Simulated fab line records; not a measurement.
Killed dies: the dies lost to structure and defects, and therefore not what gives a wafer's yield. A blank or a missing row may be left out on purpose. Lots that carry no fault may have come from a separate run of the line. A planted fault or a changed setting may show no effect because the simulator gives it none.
Which of the tools did it? :: flow rit_cmos :: Sampling: 14 lots, 42 wafers, 4 of 202 route steps

WHAT THE GAUGES READ, wafer by wafer
RIT_NLDD_TW_MEAS_10.
lot: L509
measured: day 3 03:10
on: film_metro-04
NLDD_TW: 2481 2482 2473

lot: L511
measured: day 3 10:10
on: film_metro-04
NLDD_TW: 2482 2478 2487

lot: L513
measured: day 3 21:02
on: film_metro-03
NLDD_TW: 2452 2457 2447

lot: L515
measured: day 4 04:24
on: film_metro-04
NLDD_TW: 2483 2476 2480

lot: L516
measured: day 4 10:30
on: film_metro-03
NLDD_TW: 2466 2471 2457

lot: L519
measured: day 5 00:40
on: film_metro-03
NLDD_TW: 2451 2461 2448

lot: L522
measured: day 5 17:44
on: film_metro-01
NLDD_TW: 2423 2410 2424

lot: L523
measured: day 5 21:58
on: film_metro-01
NLDD_TW: 2415 2437 2409

lot: L526
measured: day 6 13:10
on: film_metro-04
NLDD_TW: 2489 2487 2487

lot: L527
measured: day 6 18:02
on: film_metro-04
NLDD_TW: 2491 2492 2496

lot: L528
measured: day 6 22:24
on: film_metro-03
NLDD_TW: 2446 2442 2425

lot: L529
measured: day 7 02:09
on: film_metro-04
NLDD_TW: 2497 2484 2488

lot: L530
measured: day 7 08:03
on: film_metro-04
NLDD_TW: 2503 2495 2500

lot: L531
measured: day 7 12:28
on: film_metro-03
NLDD_TW: 2454 2451 2444

RIT_SILICIDE_THK_MEAS_03: measures by xrf.
lot: L509
measured: day 3 11:52
on: film_metro-02
SILICIDE_TI_THK (nm): 30.9 30.5 31.1

lot: L511
measured: day 3 19:26
on: film_metro-04
SILICIDE_TI_THK (nm): 30.8 31.0 30.5

lot: L513
measured: day 4 05:21
on: film_metro-04
SILICIDE_TI_THK (nm): 30.5 30.4 30.1

lot: L515
measured: day 4 12:59
on: film_metro-04
SILICIDE_TI_THK (nm): 30.2 30.0 30.3

lot: L516
measured: day 4 18:47
on: film_metro-02
SILICIDE_TI_THK (nm): 31.2 31.3 30.8

lot: L519
measured: day 5 09:03
on: film_metro-01
SILICIDE_TI_THK (nm): 30.0 30.2 29.9

lot: L522
measured: day 6 02:19
on: film_metro-02
SILICIDE_TI_THK (nm): 30.1 30.5 30.7

lot: L523
measured: day 6 06:11
on: film_metro-01
SILICIDE_TI_THK (nm): 30.6 30.3 30.4

lot: L526
measured: day 6 21:41
on: film_metro-04
SILICIDE_TI_THK (nm): 30.1 30.0 30.3

lot: L527
measured: day 7 02:49
on: film_metro-02
SILICIDE_TI_THK (nm): 30.6 30.4 30.5

lot: L528
measured: day 7 06:28
on: film_metro-04
SILICIDE_TI_THK (nm): 30.0 30.1 29.8

lot: L529
measured: day 7 10:40
on: film_metro-04
SILICIDE_TI_THK (nm): 29.9 29.9 30.3

lot: L530
measured: day 7 16:30
on: film_metro-02
SILICIDE_TI_THK (nm): 30.3 30.1 30.4

lot: L531
measured: day 7 20:39
on: film_metro-02
SILICIDE_TI_THK (nm): 30.1 30.0 29.9

WHICH TOOL RAN EACH LOT (tool, then ch and the chambers of the sampled wafers, then the start)
lot: L509
RIT_NRETRO_PEB_04: litho_track-02 ch 0, day 2 14:02
RIT_NLDD_STRIP_09: plasma_asher-04 ch 0,1, day 3 02:58

lot: L511
RIT_NRETRO_PEB_04: litho_track-01 ch 0, day 2 20:11
RIT_NLDD_STRIP_09: plasma_asher-04 ch 0,1, day 3 09:59

lot: L513
RIT_NRETRO_PEB_04: litho_track-02 ch 0, day 3 06:59
RIT_NLDD_STRIP_09: plasma_asher-03 ch 0,1, day 3 20:54

lot: L515
RIT_NRETRO_PEB_04: litho_track-02 ch 0, day 3 15:22
RIT_NLDD_STRIP_09: plasma_asher-03 ch 0,1, day 4 04:14

lot: L516
RIT_NRETRO_PEB_04: litho_track-01 ch 0, day 3 21:30
RIT_NLDD_STRIP_09: plasma_asher-03 ch 0,1, day 4 10:19

lot: L519
RIT_NRETRO_PEB_04: litho_track-03 ch 0, day 4 11:35
RIT_NLDD_STRIP_09: plasma_asher-03 ch 0,1, day 5 00:29

lot: L522
RIT_NRETRO_PEB_04: litho_track-03, day 5 04:34
RIT_NLDD_STRIP_09: plasma_asher-04 ch 0,1, day 5 17:34

lot: L523
RIT_NRETRO_PEB_04: litho_track-02, day 5 09:11
RIT_NLDD_STRIP_09: plasma_asher-03 ch 0,1, day 5 21:47

lot: L526
RIT_NRETRO_PEB_04: litho_track-02 ch 0, day 6 00:23
RIT_NLDD_STRIP_09: plasma_asher-03 ch 0,1, day 6 13:01

lot: L527
RIT_NRETRO_PEB_04: litho_track-03 ch 0, day 6 05:08
RIT_NLDD_STRIP_09: plasma_asher-04 ch 0,1, day 6 17:50

lot: L528
RIT_NRETRO_PEB_04: litho_track-02 ch 0, day 6 10:17
RIT_NLDD_STRIP_09: plasma_asher-02 ch 0,1, day 6 22:13

lot: L529
RIT_NRETRO_PEB_04: litho_track-02 ch 0, day 6 13:35
RIT_NLDD_STRIP_09: plasma_asher-03 ch 0,1, day 7 01:58

lot: L530
RIT_NRETRO_PEB_04: litho_track-03 ch 0, day 6 19:28
RIT_NLDD_STRIP_09: plasma_asher-02 ch 0,1, day 7 07:55

lot: L531
RIT_NRETRO_PEB_04: litho_track-03 ch 0, day 6 23:29
RIT_NLDD_STRIP_09: plasma_asher-04 ch 0,1, day 7 12:17
- RIT_NRETRO_PEB_04
- RIT_NLDD_STRIP_09: strips in O2, time 180 s.

AS READ BY THE TOOLS THEMSELVES (means over the sampled wafers that have a number; for cases with no such wafer, the mark the record gives instead)
RIT_NRETRO_PEB_04.
lot: L509
tool: litho_track-02
exhaust_pa (Pa): 45.4

lot: L511
tool: litho_track-01
exhaust_pa (Pa): 44.3

lot: L513
tool: litho_track-02
exhaust_pa (Pa): 45.5

lot: L515
tool: litho_track-02
exhaust_pa (Pa): 45.5

lot: L516
tool: litho_track-01
exhaust_pa (Pa): 44.2

lot: L519
tool: litho_track-03
exhaust_pa (Pa): 45.9

lot: L522
tool: litho_track-03
exhaust_pa (Pa): -

lot: L523
tool: litho_track-02
exhaust_pa (Pa): -

lot: L526
tool: litho_track-02
exhaust_pa (Pa): 45.8

lot: L527
tool: litho_track-03
exhaust_pa (Pa): 45.2

lot: L528
tool: litho_track-02
exhaust_pa (Pa): 45.3

lot: L529
tool: litho_track-02
exhaust_pa (Pa): 45.9

lot: L530
tool: litho_track-03
exhaust_pa (Pa): 44.2

lot: L531
tool: litho_track-03
exhaust_pa (Pa): 44.9

RIT_NLDD_STRIP_09.
lot: L509
tool: plasma_asher-04
drypump_motor_current_A (A): 5.2

lot: L511
tool: plasma_asher-04
drypump_motor_current_A (A): 5.2

lot: L513
tool: plasma_asher-03
drypump_motor_current_A (A): 5.9

lot: L515
tool: plasma_asher-03
drypump_motor_current_A (A): 6.2

lot: L516
tool: plasma_asher-03
drypump_motor_current_A (A): 6.2

lot: L519
tool: plasma_asher-03
drypump_motor_current_A (A): 6.2

lot: L522
tool: plasma_asher-04
drypump_motor_current_A (A): 5.2

lot: L523
tool: plasma_asher-03
drypump_motor_current_A (A): 5.9

lot: L526
tool: plasma_asher-03
drypump_motor_current_A (A): 5.9

lot: L527
tool: plasma_asher-04
drypump_motor_current_A (A): 5.7

lot: L528
tool: plasma_asher-02
drypump_motor_current_A (A): 5.6

lot: L529
tool: plasma_asher-03
drypump_motor_current_A (A): 6.3

lot: L530
tool: plasma_asher-02
drypump_motor_current_A (A): 5.8

lot: L531
tool: plasma_asher-04
drypump_motor_current_A (A): 5.2

THE ANSWER, worked out from the rows above alone
Rule: the usual values come from the lots themselves. Put in order of their means at a reading, lots are off if they are a third of the lots or fewer, leave a main group of 4 or more, and stand apart from it by a gap of 3 or more times the standard deviation of the main group's means; of several such gaps the widest counts. Not used: any main group whose means are identical at the precision the tables above print for the reading. Also off: a lot with no number at a reading for which 4 or more lots have one. Where the step has rows for the other lots, those lots are counted as sound. The gauges are gone through in route order, then the tools' own readings, and for those a lot's mean is taken as printed above. At the first step where some lot is off, the reading lying furthest off is the one used; lots without a number count as furthest.
Off, at RIT_NRETRO_PEB_04 on exhaust_pa: L522, L523. Without a number there: L522, L523. For the main group the mean is 45.2 Pa and the standard deviation 0.61.
If a tool, at that step or one of the process steps before it, ran each lot that is off and ran no sound lot following the first of them, it fits. Not one of the candidates tried fits.

WHAT THE SIMULATOR PUT IN
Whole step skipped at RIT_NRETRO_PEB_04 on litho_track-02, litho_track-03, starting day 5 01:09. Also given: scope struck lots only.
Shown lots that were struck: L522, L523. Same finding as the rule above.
